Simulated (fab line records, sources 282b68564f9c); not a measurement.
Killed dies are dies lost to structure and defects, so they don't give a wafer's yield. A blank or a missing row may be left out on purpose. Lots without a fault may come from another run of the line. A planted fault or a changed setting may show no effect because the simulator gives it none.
fab line records | flow rit_cmos
record lots=5 wafers=15 last_day=7
route steps=202 shown SDANNEAL@156 PSD@157 NSD@158 PLDD@159 NLDD@160 SILICIDE@161 CONTACT@168 M1@184
lots that met no fault: from a run of the same line without faults
start_h: hours from the record's first day to the start of the lot's first wafer shown | wait_h: hours since the lot's step before | " the same as in the row above | L1.1+2: a row that stands for several wafers | - no value, or no start given | * or withheld: withheld | < > ~ a bound
route shown NAME@n: a module of which the file shows steps, and the number in the route of the first | usual: mean/standard deviation of fault-free wafers | same: alike in all rows | chamber/n: place in a boat | sites: the reading at each site | _std_site: their standard deviation | _edge_site: outer sites' mean less inner sites' | radius_mm: how far each site lies from the wafer's centre | mask NAME#n: copy n | behind: the tool/chamber that last shaped the wafer | hold: why the lot was held/for how many hours/how that ended | device: the transistor (n, p or np) that didn't switch | end of line: the same wafers' tests at the end of the route | a step without rows: its recipe alone | killed: dies lost to structure and defects at the first sort, not the wafer's yield | map: a wafer's dies, x killed, . not, _ none there
set.NAME: the setting as run; set.NAME@STEP: as run at that earlier step | model.NAME: the simulator's own value behind a step, which no gauge read
lots at some steps of the route; a table a step, a row a wafer
services: from which hour (start_h, from the record's first day; less than 0 if before it) a tool's chamber was out of use, for how many hours, and why
## steps
# step RIT_SDANNEAL_RTA_03
# recipe temp_c=1050 time_s=5 idle_temp_c=600 ramp_up_c_per_s=342 ramp_down_c_per_s=171 cool_to_c=600 ambient=N2
# usual wafer_temp_C_max=1053.4/1.2
# columns lot.wafer tool chamber start_h wait_h wafer_temp_C_max
L138.1 rtp_anneal-01 0 58.54 0.0 1051.0
L138.3 " 0 " " 1052.9
L138.5 " 0 " " 1052.8
L141.3 rtp_anneal-02 0 66.54 0.0 1054.5
L141.4 " 0 " " 1053.4
L141.6 " 0 " " 1053.6
L156.2 rtp_anneal-01 0 139.44 0.0 1053.4
L156.5 " 0 " " 1052.5
L156.6 " 0 " " 1052.0
L158.2 rtp_anneal-01 0 149.15 0.0 1052.8
L158.5 " 0 " " 1053.3
L158.6 " 0 " " 1052.7
L160.2 rtp_anneal-01 0 159.10 0.0 1053.8
L160.4 " 0 " " 1052.8
L160.6 " 0 " " 1053.5
# step RIT_SDANNEAL_RS_MEAS_04
# recipe thk_meas_gauge=four-point-probe
# usual PSD_RS=115.7/0.31
# columns lot.wafer tool chamber start_h wait_h PSD_RS[ohm/sq]
L138.1 film_metro-03 - 58.59 0.0 116.3
L138.3 " - " " 116.5
L138.5 " - " " 116.3
L141.3 film_metro-01 - 66.62 0.1 116.1
L141.4 " - " " 115.9
L141.6 " - " " 116.1
L156.2 film_metro-02 - 139.51 0.1 115.8
L156.5 " - " " 115.7
L156.6 " - " " 115.8
L158.2 film_metro-01 - 149.22 0.1 116.0
L158.5 " - " " 115.6
L158.6 " - " " 115.9
L160.2 film_metro-02 - 159.17 0.1 115.4
L160.4 " - " " 115.6
L160.6 " - " " 115.4
# step RIT_SDANNEAL_RS_MEAS_05
# recipe thk_meas_gauge=four-point-probe
# usual NSD_RS=84.48/0.27
# columns lot.wafer tool chamber start_h wait_h NSD_RS[ohm/sq]
L138.1 film_metro-03 - 58.71 0.1 84.45
L138.3 " - " " 84.41
L138.5 " - " " 84.63
L141.3 film_metro-01 - 66.74 0.1 85.02
L141.4 " - " " 84.74
L141.6 " - " " 84.93
L156.2 film_metro-02 - 139.63 0.1 84.67
L156.5 " - " " 84.14
L156.6 " - " " 83.97
L158.2 film_metro-01 - 149.34 0.1 84.20
L158.5 " - " " 84.24
L158.6 " - " " 84.21
L160.2 film_metro-02 - 159.29 0.1 84.32
L160.4 " - " " 84.17
L160.6 " - " " 84.38
# step RIT_SDANNEAL_RS_MEAS_06
# recipe thk_meas_gauge=four-point-probe
# usual PLDD_RS=178.3/0.51
# columns lot.wafer tool chamber start_h wait_h PLDD_RS[ohm/sq]
L138.1 film_metro-03 - 58.83 0.1 178.9
L138.3 " - " " 179.5
L138.5 " - " " 179.4
L141.3 film_metro-01 - 66.86 0.1 178.6
L141.4 " - " " 178.3
L141.6 " - " " 178.6
L156.2 film_metro-02 - 139.75 0.1 178.7
L156.5 " - " " 178.2
L156.6 " - " " 178.1
L158.2 film_metro-01 - 149.46 0.1 178.7
L158.5 " - " " 178.3
L158.6 " - " " 178.9
L160.2 film_metro-02 - 159.41 0.1 177.5
L160.4 " - " " 178.1
L160.6 " - " " 177.9
# step RIT_SDANNEAL_RS_MEAS_07
# recipe thk_meas_gauge=four-point-probe
# usual NLDD_RS=151.4/0.56
# columns lot.wafer tool chamber start_h wait_h NLDD_RS[ohm/sq]
L138.1 film_metro-03 - 58.95 0.1 151.3
L138.3 " - " " 151.4
L138.5 " - " " 151.3
L141.3 film_metro-01 - 66.98 0.1 151.4
L141.4 " - " " 151.2
L141.6 " - " " 150.7
L156.2 film_metro-02 - 139.87 0.1 151.2
L156.5 " - " " 150.9
L156.6 " - " " 151.1
L158.2 film_metro-01 - 149.58 0.1 152.0
L158.5 " - " " 152.6
L158.6 " - " " 151.8
L160.2 film_metro-02 - 159.53 0.1 150.4
L160.4 " - " " 150.8
L160.6 " - " " 150.3
# step RIT_SILICIDE_WET_ETCH_00
# recipe chemistry=BOE target=SiO2 target_depth_nm=14 time_s=15 dry=n2_spin dilution=10:1 temp_c=21.5
# step RIT_SILICIDE_SPUTTER_01
# recipe material=Ti target_thk_nm=30 power_w=350 chamber_pressure_pa=0.667 gas=Ar time_s=240 substrate_temp_c=25
# usual throttle_valve_pct=29.7/0.83
# columns lot.wafer tool chamber start_h wait_h throttle_valve_pct
L138.1 pvd_sputter-03 - 59.09 0.0 29.8
L138.3 " - " " 29.6
L138.5 " - " " 29.6
L141.3 pvd_sputter-03 - 67.07 0.0 29.2
L141.4 " - " " 30.6
L141.6 " - " " 29.8
L156.2 pvd_sputter-02 - 139.98 0.0 29.6
L156.5 " - " " 27.9
L156.6 " - " " 29.6
L158.2 pvd_sputter-02 - 149.69 0.0 30.7
L158.5 " - " " 29.9
L158.6 " - " " 27.9
L160.2 pvd_sputter-02 - 159.64 0.0 30.9
L160.4 " - " " 28.1
L160.6 " - " " 29.7
# step RIT_SILICIDE_RS_MEAS_02
# recipe thk_meas_gauge=four-point-probe reads=Ti_of_SILICIDE_SPUTTER_01
# usual SILICIDE_TI_RS=47.7/0.63
# columns lot.wafer tool chamber start_h wait_h SILICIDE_TI_RS[ohm/sq]
L138.1 film_metro-04 - 59.24 0.1 48.7
L138.3 " - " " 49.0
L138.5 " - " " 48.2
L141.3 film_metro-03 - 67.26 0.1 46.7
L141.4 " - " " 46.7
L141.6 " - " " 47.3
L156.2 film_metro-04 - 140.15 0.1 47.1
L156.5 " - " " 47.0
L156.6 " - " " 47.1
L158.2 film_metro-04 - 149.86 0.1 46.9
L158.5 " - " " 47.2
L158.6 " - " " 46.7
L160.2 film_metro-04 - 159.81 0.1 47.8
L160.4 " - " " 48.1
L160.6 " - " " 47.2
# step RIT_SILICIDE_THK_MEAS_03
# recipe thk_meas_gauge=xrf reads=Ti_of_SILICIDE_SPUTTER_01
# usual SILICIDE_TI_THK=30.6/0.34
# columns lot.wafer tool chamber start_h wait_h SILICIDE_TI_THK[nm]
L138.1 film_metro-04 - 59.36 0.1 30.1
L138.3 " - " " 30.1
L138.5 " - " " 30.3
L141.3 film_metro-03 - 67.36 0.1 31.3
L141.4 " - " " 31.1
L141.6 " - " " 31.0
L156.2 film_metro-04 - 140.26 0.1 30.9
L156.5 " - " " 30.8
L156.6 " - " " 30.9
L158.2 film_metro-04 - 149.97 0.1 31.1
L158.5 " - " " 30.9
L158.6 " - " " 31.0
L160.2 film_metro-04 - 159.92 0.1 30.6
L160.4 " - " " 30.5
L160.6 " - " " 30.9
# step RIT_SILICIDE_RTA_04
# recipe temp_c=650 time_s=10 idle_temp_c=25 ramp_up_s=5 ramp_down_s=5 cool_to_c=25 ambient=N2
# step RIT_SILICIDE_WET_ETCH_05
# recipe chemistry=SPM target=Ti temp_c=90 time_s=120 dry=n2_spin
# step RIT_SILICIDE_RTA_06
# recipe temp_c=750 time_s=10 idle_temp_c=25 ramp_up_s=5 ramp_down_s=10 cool_to_c=25 ambient=N2
# usual wafer_temp_C_max=753.5/1.4
# columns lot.wafer tool chamber start_h wait_h wafer_temp_C_max
L138.1 rtp_anneal-01 0 59.53 0.0 751.5
L138.3 " 0 " " 751.1
L138.5 " 0 " " 751.6
L141.3 rtp_anneal-02 0 67.53 0.0 754.3
L141.4 " 0 " " 754.0
L141.6 " 0 " " 756.0
L156.2 rtp_anneal-01 0 140.43 0.0 753.1
L156.5 " 0 " " 752.3
L156.6 " 0 " " 752.6
L158.2 rtp_anneal-01 0 150.14 0.0 752.0
L158.5 " 0 " " 752.1
L158.6 " 0 " " 752.9
L160.2 rtp_anneal-01 0 160.20 0.0 752.7
L160.4 " 0 " " 752.5
L160.6 " 0 " " 752.5
# step RIT_CONTACT_CVD_00
# recipe material=SiO2 target_thk_nm=400 precursor=TEOS temp_c=390 time_s=61 rf_w=400
# usual heater_power_w=300/44 run_length_s=89.0/0.66 susceptor_temp_C=389.97/0.21
# columns lot.wafer tool chamber start_h wait_h heater_power_w run_length_s susceptor_temp_C model.SiO2_of_CONTACT_CVD_00.thk_nm
L138.1 pecvd-01 0 59.60 0.1 210 89.7 389.82 391.4
L138.3 " 2 " " 363 90.3 389.67 392.4
L138.5 " 1 " " 299 88.4 390.08 396.5
L141.3 pecvd-01 2 67.57 0.0 298 89.4 390.05 395.5
L141.4 " 0 " " 234 89.1 389.94 399.1
L141.6 " 2 " " 305 89.4 389.78 401.2
L156.2 pecvd-01 0 140.49 0.0 272 79.2 - 328.1
L156.5 " 1 " " 313 88.2 390.04 401.7
L156.6 " 0 " " 280 79.0 - 335.1
L158.2 pecvd-04 0 150.20 0.0 274 88.3 390.27 405.9
L158.5 " 0 " " 277 88.9 390.38 407.1
L158.6 " 1 " " 346 89.3 390.33 406
L160.2 pecvd-03 2 160.26 0.0 314 89.8 389.95 382.7
L160.4 " 2 " " 231 89.4 389.70 399.8
L160.6 " 0 " " 299 87.8 390.05 394.7
# step RIT_CONTACT_THK_MEAS_01
# recipe reads=SiO2_of_CONTACT_CVD_00
# usual CONTACT_TEOS_THK=398/5.7
# columns lot.wafer tool chamber start_h wait_h CONTACT_TEOS_THK[nm]
L138.1 film_metro-04 - 59.65 0.0 391
L138.3 " - " " 393
L138.5 " - " " 396
L141.3 film_metro-02 - 67.64 0.0 395
L141.4 " - " " 399
L141.6 " - " " 401
L156.2 film_metro-02 - 140.55 0.0 328
L156.5 " - " " 402
L156.6 " - " " 335
L158.2 film_metro-04 - 150.26 0.0 406
L158.5 " - " " 407
L158.6 " - " " 406
L160.2 film_metro-03 - 160.32 0.0 383
L160.4 " - " " 400
L160.6 " - " " 395
# step RIT_CONTACT_HMDS_02
# recipe prime_time_s=60 prime_temp_c=140
# step RIT_CONTACT_COAT_03
# recipe resist=NOVOLAK spin_rpm=3250 resist_thk_nm=1000
# step RIT_CONTACT_SOFTBAKE_04
# recipe resist=NOVOLAK temp_c=90 time_s=60
# step RIT_CONTACT_EXPOSE_05
# recipe mask_id=M11 na=0.6 source_shape=conventional sigma_outer=0.5 target_cd_nm=1000 dose_mj=250
# step RIT_CONTACT_PEB_06
# recipe resist=NOVOLAK temp_c=withheld time_s=withheld
# step RIT_CONTACT_DEVELOP_07
# recipe resist=NOVOLAK develop_time_s=120 dev_temp_c=23
# step RIT_CONTACT_CD_MEAS_08
# recipe target_cd_nm=1000
# usual cd_nm=998.9/2.5
# columns lot.wafer tool chamber start_h wait_h cd_nm
L138.1 cd_sem-01 - 60.80 - 1001.1
L138.3 " - " " 1000.6
L138.5 " - " " 1000.3
L141.3 cd_sem-01 - 68.82 - 1002.0
L141.4 " - " " 1001.8
L141.6 " - " " 1001.9
L156.2 cd_sem-02 - 141.59 - 998.9
L156.5 " - " " 997.4
L156.6 " - " " 999.4
L158.2 cd_sem-01 - 151.42 - 999.2
L158.5 " - " " 1001.6
L158.6 " - " " 1002.5
L160.2 cd_sem-02 - 161.48 - 995.8
L160.4 " - " " 994.3
L160.6 " - " " 995.9
# step RIT_CONTACT_OVL_MEAS_09
# usual CONTACT_OVL=-1.2/1.5
# columns lot.wafer tool chamber start_h wait_h CONTACT_OVL[nm]
L138.1 overlay-01 - 60.92 0.1 -1.8
L138.3 " - " " -2.8
L138.5 " - " " -3.9
L141.3 overlay-01 - 68.91 0.1 0.4
L141.4 " - " " -0.5
L141.6 " - " " 0.3
L156.2 overlay-01 - 141.69 0.1 -1.2
L156.5 " - " " -2.0
L156.6 " - " " 0.4
L158.2 overlay-02 - 151.52 0.1 -0.1
L158.5 " - " " -2.4
L158.6 " - " " -2.9
L160.2 overlay-01 - 161.58 0.1 0.1
L160.4 " - " " -2.3
L160.6 " - " " -2.6
# step RIT_CONTACT_HARDBAKE_10
# recipe resist=NOVOLAK temp_c=140 time_s=60
# step RIT_CONTACT_ETCH_11
# recipe target_depth_a=4800 over_etch_frac=0.2 stop_on=TiSi2 chemistry=CHF3/CF4/Ar target=SiO2 CHF3_flow_sccm=50 cf4_flow_sccm=10 Ar_flow_sccm=100 O2_flow_sccm=5 pressure_mtorr=100 rf_w=200 time_s=320
# usual chamber_pressure_mTorr=100.01/0.09 drypump_motor_current_A=5.6/0.41 oes_product_au=0.991/0.012 throttle_valve_pct=8.89/0.17
# columns lot.wafer tool chamber start_h wait_h chamber_pressure_mTorr drypump_motor_current_A oes_product_au rf_hours_counter_h throttle_valve_pct model.etch.depth_nm model.CONTACT.feature_depth_nm
L138.1 rie_diel-03 3 61.10 0.1 100.01 6.3 1.005 159 8.83 391.4 391.4
L138.3 " 2 " " 99.97 5.6 0.987 55 8.63 392.4 392.4
L138.5 " 3 " " 99.88 6.3 1.013 - 8.84 396.5 396.5
L141.3 rie_diel-03 0 69.35 0.1 99.87 5.2 0.990 65 9.13 395.5 395.5
L141.4 " 3 " " 100.12 6.3 1.001 160 8.83 399.1 399.1
L141.6 " 1 " " 100.08 5.9 1.009 - 8.88 401.2 401.2
L156.2 rie_diel-03 2 141.87 0.1 100.05 5.6 0.977 57 8.63 328.1 328.1
L156.5 " 0 " " 100.08 5.2 0.989 - 9.13 401.7 401.7
L156.6 " 1 " " 100.06 5.9 1.018 - 8.87 335.1 335.1
L158.2 rie_diel-04 2 151.70 0.1 100.02 5.1 1.012 128 8.97 405.9 405.9
L158.5 " 0 " " 100.05 4.8 0.971 - 8.62 407.1 407.1
L158.6 " 1 " " 100.09 6.0 0.975 - 9.09 406 406
L160.2 rie_diel-01 0 161.80 0.1 99.97 6.0 0.986 131 8.73 382.7 382.7
L160.4 " 2 " " 99.99 5.9 0.986 20 9.00 399.8 399.8
L160.6 " 2 " " 100.05 5.9 0.981 - 8.99 394.7 394.7
# step RIT_CONTACT_STRIP_12
# recipe chemistry=O2 time_s=180 resist=NOVOLAK platen_temp_c=withheld power_w=500 pressure_mtorr=4000 o2_flow_sccm=4000
# usual chamber_pressure_mTorr=4000/4.2 drypump_motor_current_A=6.21/0.29
# columns lot.wafer tool chamber start_h wait_h chamber_pressure_mTorr drypump_motor_current_A rf_hours_counter_h
L138.1 plasma_asher-04 1 61.30 0.1 4003 6.15 42
L138.3 " 1 " " 3994 6.14 -
L138.5 " 0 " " 3994 6.56 -
L141.3 plasma_asher-02 0 69.60 0.2 3990 6.37 -
L141.4 " 1 " " 3995 6.33 -
L141.6 " 1 " " 3997 6.33 -
L156.2 plasma_asher-02 0 142.07 0.1 4006 6.37 49
L156.5 " 1 " " 3995 6.31 -
L156.6 " 0 " " 3999 6.40 -
L158.2 plasma_asher-04 1 151.90 0.1 4002 6.15 4
L158.5 " 1 " " 3994 6.15 -
L158.6 " 0 " " 4003 6.54 -
L160.2 plasma_asher-02 1 161.99 0.1 3998 6.31 51
L160.4 " 1 " " 4000 6.32 -
L160.6 " 1 " " 3999 6.33 -
# step RIT_CONTACT_CD_MEAS_90
# recipe target_cd_nm=1000
# usual cd_nm=998.8/2.5
# columns lot.wafer tool chamber start_h wait_h cd_nm
L138.1 cd_sem-02 - 61.47 0.1 1001.2
L138.3 " - " " 1000.6
L138.5 " - " " 1000.2
L141.3 cd_sem-02 - 69.82 0.2 1002.4
L141.4 " - " " 1001.4
L141.6 " - " " 1001.7
L156.2 cd_sem-02 - 142.26 0.1 998.8
L156.5 " - " " 996.9
L156.6 " - " " 999.7
L158.2 cd_sem-01 - 152.09 0.1 999.4
L158.5 " - " " 1001.5
L158.6 " - " " 1003.3
L160.2 cd_sem-01 - 162.19 0.1 996.2
L160.4 " - " " 994.3
L160.6 " - " " 995.7
# step RIT_CONTACT_CLEAN_13
# recipe chemistry=SC1 mix=3:3:50 time_s=600 temp_c=75
# step RIT_CONTACT_CLEAN_14
# recipe chemistry=SC2 mix=3:3:50 time_s=600 temp_c=75 dry=n2_spin
# step RIT_M1_SPUTTER_00
# recipe material=Al target_thk_nm=400 power_w=2000 chamber_pressure_pa=0.4 gas=Ar time_s=500 substrate_temp_c=25
# usual throttle_valve_pct=30.1/0.8
# columns lot.wafer tool chamber start_h wait_h throttle_valve_pct
L138.1 pvd_sputter-04 - 61.94 0.0 31.5
L138.3 " - " " 29.7
L138.5 " - " " 31.0
L141.3 pvd_sputter-01 - 70.25 0.0 29.8
L141.4 " - " " 30.5
L141.6 " - " " 29.6
L156.2 pvd_sputter-01 - 142.71 0.0 29.9
L156.5 " - " " 30.2
L156.6 " - " " 29.8
L158.2 pvd_sputter-01 - 152.54 0.0 30.5
L158.5 " - " " 28.8
L158.6 " - " " 29.6
L160.2 pvd_sputter-01 - 162.64 0.0 30.6
L160.4 " - " " 29.4
L160.6 " - " " 29.8
# step RIT_M1_RS_MEAS_01
# recipe thk_meas_gauge=four-point-probe reads=Al_of_M1_SPUTTER_00
# usual M1_AL_RS=0.0734/0.00073
# columns lot.wafer tool chamber start_h wait_h M1_AL_RS[ohm/sq]
L138.1 film_metro-02 - 62.24 0.1 0.0735
L138.3 " - " " 0.0737
L138.5 " - " " 0.0735
L141.3 film_metro-02 - 70.58 0.2 0.0736
L141.4 " - " " 0.0737
L141.6 " - " " 0.0739
L156.2 film_metro-03 - 143.03 0.2 0.0733
L156.5 " - " " 0.0731
L156.6 " - " " 0.0735
L158.2 film_metro-02 - 152.86 0.2 0.0744
L158.5 " - " " 0.0739
L158.6 " - " " 0.0743
L160.2 film_metro-03 - 162.95 0.2 0.0734
L160.4 " - " " 0.0735
L160.6 " - " " 0.0742
# step RIT_M1_THK_MEAS_02
# recipe thk_meas_gauge=xrf reads=Al_of_M1_SPUTTER_00
# usual M1_AL_THK=400/3.9
# columns lot.wafer tool chamber start_h wait_h M1_AL_THK[nm]
L138.1 film_metro-02 - 62.36 0.1 399
L138.3 " - " " 397
L138.5 " - " " 398
L141.3 film_metro-02 - 70.68 0.1 398
L141.4 " - " " 397
L141.6 " - " " 397
L156.2 film_metro-03 - 143.14 0.1 402
L156.5 " - " " 403
L156.6 " - " " 400
L158.2 film_metro-02 - 152.97 0.1 396
L158.5 " - " " 397
L158.6 " - " " 392
L160.2 film_metro-03 - 163.06 0.1 398
L160.4 " - " " 401
L160.6 " - " " 394
# step RIT_M1_HMDS_03
# recipe prime_time_s=60 prime_temp_c=140
# step RIT_M1_COAT_04
# recipe resist=NOVOLAK spin_rpm=2000 resist_thk_nm=1300
# step RIT_M1_SOFTBAKE_05
# recipe resist=NOVOLAK temp_c=90 time_s=60
# step RIT_M1_EXPOSE_06
# recipe mask_id=M12 na=0.6 source_shape=conventional sigma_outer=0.5 target_cd_nm=2600 dose_mj=250
# step RIT_M1_PEB_07
# recipe resist=NOVOLAK temp_c=withheld time_s=withheld
# step RIT_M1_DEVELOP_08
# recipe resist=NOVOLAK develop_time_s=68 dev_temp_c=23
# step RIT_M1_CD_MEAS_09
# recipe target_cd_nm=2600
# usual cd_nm=2600.6/2.3
# columns lot.wafer tool chamber start_h wait_h cd_nm
L138.1 cd_sem-01 - 63.30 - 2599.5
L138.3 " - " " 2599.1
L138.5 " - " " 2600.9
L141.3 cd_sem-02 - 71.64 - 2598.4
L141.4 " - " " 2600.7
L141.6 " - " " 2597.5
L156.2 cd_sem-01 - 144.09 - 2601.0
L156.5 " - " " 2599.8
L156.6 " - " " 2599.3
L158.2 cd_sem-01 - 153.92 - 2598.7
L158.5 " - " " 2599.7
L158.6 " - " " 2597.2
L160.2 cd_sem-02 - 164.14 - 2599.3
L160.4 " - " " 2599.3
L160.6 " - " " 2600.0
# step RIT_M1_OVL_MEAS_10
# usual M1_OVL=-0.2/1.4
# columns lot.wafer tool chamber start_h wait_h M1_OVL[nm]
L138.1 overlay-02 - 63.42 0.1 -0.3
L138.3 " - " " -0.2
L138.5 " - " " -0.8
L141.3 overlay-01 - 71.73 0.1 -0.3
L141.4 " - " " 1.3
L141.6 " - " " 1.1
L156.2 overlay-02 - 144.19 0.1 0.7
L156.5 " - " " 0.2
L156.6 " - " " -0.6
L158.2 overlay-02 - 154.02 0.1 -0.5
L158.5 " - " " 2.2
L158.6 " - " " 1.7
L160.2 overlay-02 - 164.24 0.1 -1.0
L160.4 " - " " 0.5
L160.6 " - " " 0.0
# step RIT_M1_HARDBAKE_11
# recipe resist=NOVOLAK temp_c=140 time_s=120
# step RIT_M1_METAL_ETCH_12
# recipe stop_on=SiO2 chemistry=Cl2/BCl3 target=Al time_s=165 over_etch_frac=0.5 pressure_mtorr=100 target_depth_a=6000 rf_w=250 Cl2_flow_sccm=60 bcl3_flow_sccm=50
# usual chamber_pressure_mTorr=100.00/0.088 drypump_motor_current_A=5.6/0.56 oes_product_au=0.776/0.015 throttle_valve_pct=8.27/0.065
# columns lot.wafer tool chamber start_h wait_h chamber_pressure_mTorr drypump_motor_current_A oes_product_au rf_hours_counter_h throttle_valve_pct model.SiO2_of_CONTACT_CVD_00.thk_nm
L138.1 rie_metal-03 0 63.85 0.2 100.10 5.5 0.772 2 8.35 354.9
L138.3 " 0 " " 99.91 5.4 0.755 - 8.34 355.4
L138.5 " 1 " " 100.05 6.2 0.756 - 8.20 360.3
L141.3 rie_metal-03 1 72.06 0.2 99.84 6.1 0.749 - 8.21 358.8
L141.4 " 0 " " 100.00 5.5 0.759 - 8.35 362.2
L141.6 " 1 " " 99.97 6.1 0.758 - 8.19 364.6
L156.2 rie_metal-01 0 144.47 0.2 99.94 6.2 0.787 2 8.35 291.7
L156.5 " 0 " " 100.08 6.2 0.786 - 8.35 365.2
L156.6 " 1 " " 100.12 4.6 0.792 - 8.24 298.8
L158.2 rie_metal-01 1 154.30 0.2 99.88 4.6 0.786 2 8.24 369.3
L158.5 " 1 " " 99.95 4.6 0.786 - 8.25 370.5
L158.6 " 0 " " 100.12 6.2 0.778 - 8.35 369.3
L160.2 rie_metal-03 1 164.52 0.2 99.98 6.1 0.765 4 8.19 346.4
L160.4 " 0 " " 99.91 5.4 0.767 - 8.35 362.6
L160.6 " 0 " " 99.95 5.5 0.759 - 8.35 357.7
# step RIT_M1_STRIP_13
# recipe chemistry=nmp resist=NOVOLAK temp_c=80 time_s=600 dry=n2_spin
# step RIT_M1_PROBE_99
# usual killed_at_front_end=7/3.2 killed_dies=7/3.2 killed_open=3.2/2.1 killed_short=3.5/2.2
# same gross_dies=264 killed_at_M0_to_M3=0 killed_at_M4_up=0 killed_at_back_side=0 killed_at_contacts=0 killed_at_other=0
# columns lot.wafer tool chamber start_h wait_h killed_at_front_end killed_dies killed_open killed_short model.etest.field_p_metal.vt_v model.etest.nmos_0p15.junction_log10_a_um model.etest.nmos_narrow.off_log10_a_um model.etest.nmos_0p3.off_log10_a_um model.etest.gate_end_array.leak_log10_a_um model.etest.pmos_0p15.junction_log10_a_um model.etest.antenna_contact.vt_shift_v
L138.1 prober-02 - 66.14 0.1 12 12 5 7 -28.1 -13.44 -13.32 -13.04 -12.91 -13.75 -0.01459
L138.3 prober-02 - 66.24 0.2 8 8 3 5 -28.12 -13.51 -13.26 -12.99 -12.81 -13.78 -0.01411
L138.5 prober-02 - 66.34 0.2 12 12 5 7 -28.33 -13.45 -13.26 -12.96 -12.75 -13.65 -0.01286
L141.3 prober-01 - 74.36 0.2 3 3 0 3 -29.63 -13.64 -13.31 -13.03 -12.82 -13.72 -0.01339
L141.4 prober-01 - 74.41 0.2 5 5 2 3 -29.86 -13.4 -13.15 -13.02 -12.84 -13.73 -0.01296
L141.6 prober-01 - 74.51 0.2 7 7 3 4 -29.98 -13.4 -13.16 -12.86 -12.75 -13.73 -0.01379
L156.2 prober-02 - 146.78 0.1 3 3 2 1 -26.77 -12.92 -12.85 -12.8 -12.52 -13.56 -0.02369
L156.5 prober-02 - 146.93 0.2 7 7 1 6 -30.48 -13.57 -13.2 -12.99 -12.87 -13.89 -0.008654
L156.6 prober-02 - 146.98 0.2 5 5 3 2 -26.93 -13.05 -12.98 -12.88 -12.67 -13.71 -0.02059
L158.2 prober-02 - 156.79 0.1 5 5 3 2 -29.68 -13.5 -13.3 -13.16 -13 -13.83 -0.01033
L158.5 prober-02 - 156.94 0.2 5 5 2 3 -29.39 -13.29 -13.33 -13.16 -12.99 -13.86 -0.01204
L158.6 prober-02 - 156.99 0.2 3 3 2 1 -29.3 -13.44 -13.23 -13.21 -13 -13.91 -0.01325
L160.2 prober-02 - 166.86 0.1 3 3 2 1 -27.84 -13.6 -13.48 -13.17 -12.99 -13.71 -0.01512
L160.4 prober-02 - 166.96 0.2 2 2 1 1 -28.97 -13.53 -13.41 -13.25 -13.09 -13.77 -0.0115
L160.6 prober-02 - 167.06 0.2 9 9 2 7 -28.41 -13.52 -13.38 -13.26 -13.21 -13.64 -0.01057
# killed by level:class
L138.1 GATE:geometric_particle:short=4 GATE:geometric_particle:open=3 SPACER:geometric_particle:short=2 REOX:geometric_particle:open=1 SILICIDE:geometric_particle:open=1 SILICIDE:geometric_particle:short=1
L138.3 FOX1:geometric_particle:short=1 FOX1:geometric_particle:open=1 GATE:geometric_particle:open=1 GATE:geometric_particle:short=1 REOX:geometric_particle:short=1 SPACER:geometric_particle:open=1 SPACER:geometric_particle:short=1 SILICIDE:geometric_particle:short=1
L138.5 GATE:geometric_particle:open=3 GATE:geometric_particle:short=3 SPACER:geometric_particle:short=3 FOX1:geometric_particle:open=1 FOX1:geometric_particle:short=1 SPACER:geometric_particle:open=1
L141.3 FOX1:geometric_particle:short=1 REOX:geometric_particle:short=1 SILICIDE:geometric_particle:short=1
L141.4 GATE:geometric_particle:open=2 SILICIDE:geometric_particle:short=2 FOX2:geometric_particle:short=1
L141.6 SPACER:geometric_particle:short=3 ACTIVE:geometric_particle:open=1 FOX1:geometric_particle:open=1 GATE:geometric_particle:short=1 GATE:geometric_particle:open=1
L156.2 FOX2:geometric_particle:short=1 FOX2:geometric_particle:open=1 GATE:geometric_particle:open=1
L156.5 GATE:geometric_particle:short=3 SILICIDE:geometric_particle:short=2 FOX2:geometric_particle:open=1 FOX2:geometric_particle:short=1
L156.6 FOX1:geometric_particle:open=1 FOX1:geometric_particle:short=1 GATE:geometric_particle:short=1 GATE:geometric_particle:open=1 SILICIDE:geometric_particle:open=1
L158.2 ACTIVE:geometric_particle:open=1 FOX1:geometric_particle:open=1 FOX1:geometric_particle:short=1 REOX:geometric_particle:short=1 SPACER:geometric_particle:open=1
L158.5 GATE:geometric_particle:short=2 FOX1:geometric_particle:short=1 GATE:geometric_particle:open=1 SPACER:geometric_particle:open=1
L158.6 FOX2:geometric_particle:open=1 SPACER:geometric_particle:open=1 SPACER:geometric_particle:short=1
L160.2 GATE:geometric_particle:short=1 GATE:geometric_particle:open=1 SPACER:geometric_particle:open=1
L160.4 GATE:geometric_particle:short=1 GATE:geometric_particle:open=1
L160.6 FOX1:geometric_particle:short=2 FOX2:geometric_particle:short=2 FOX2:geometric_particle:open=1 GATE:geometric_particle:short=1 GATE:geometric_particle:open=1 SPACER:geometric_particle:short=1 SILICIDE:geometric_particle:short=1
## services
# columns tool chamber start_h hours kind
pvd_sputter-01 - 51.87 2.8 repair
pvd_sputter-02 - 52.58 1.0 repair
pvd_sputter-02 - 53.10 25.2 repair
rie_metal-01 - 94.27 4.0 pm
rie_diel-03 3 99.23 - clean
rie_diel-03 3 99.23 21.1 scheduled_down
rie_diel-03 3 99.23 21.1 vent_cycle
plasma_asher-04 - 108.75 9.0 pm
plasma_asher-04 0 108.75 9.0 vent_cycle
plasma_asher-04 1 108.75 9.0 vent_cycle
rie_diel-04 - 112.47 14.6 pm
pecvd-01 0 114.05 6.9 repair
plasma_asher-04 0 117.75 - clean
plasma_asher-04 1 117.75 - clean
rie_metal-03 - 118.30 2.8 pm
pvd_sputter-04 - 121.44 1.5 repair
rie_diel-03 3 129.09 17.9 repair
rie_diel-04 0 131.56 10.0 repair
rie_diel-01 2 142.09 3.5 repair
pecvd-04 0 154.90 1.9 repair
## key
first_sign step=RIT_CONTACT_CVD_00 reading=run_length_s direction=down sigmas=15 usual=* struck=*
effect step=RIT_CONTACT_THK_MEAS_01 reading=CONTACT_TEOS_THK direction=down sigmas=12 usual=398 struck=332
model_effect step=RIT_CONTACT_CVD_00 value=SiO2_of_CONTACT_CVD_00.thk_nm without=398.8 struck=331.6
model_effect step=RIT_CONTACT_ETCH_11 value=etch.depth_nm without=398.8 struck=331.6
model_effect step=RIT_M1_METAL_ETCH_12 value=SiO2_of_CONTACT_CVD_00.thk_nm without=362.4 struck=295.2
model_effect step=RIT_M1_PROBE_99 value=etest.field_p_metal.vt_v without=-30.49 struck=-26.85
met_at RIT_CONTACT_CVD_00
struck_wafers L156.2,L156.6
tester_left_out L156
onset_between 67.57 140.49
fault kind=process_parameter_drift tool=pecvd-01 chamber=0 onset_h=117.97 steps=RIT_CONTACT_CVD_00 channel=time_s offset=* shape=step end_h=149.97 stated=*
# tester_left_out: of these lots the tester's yield and bins aren't shown, on N5 and GAA mostly nor the transistor test; their killed dies are dies lost to structure and defects alone, not to doping, threshold or leakage, so they don't give the yield
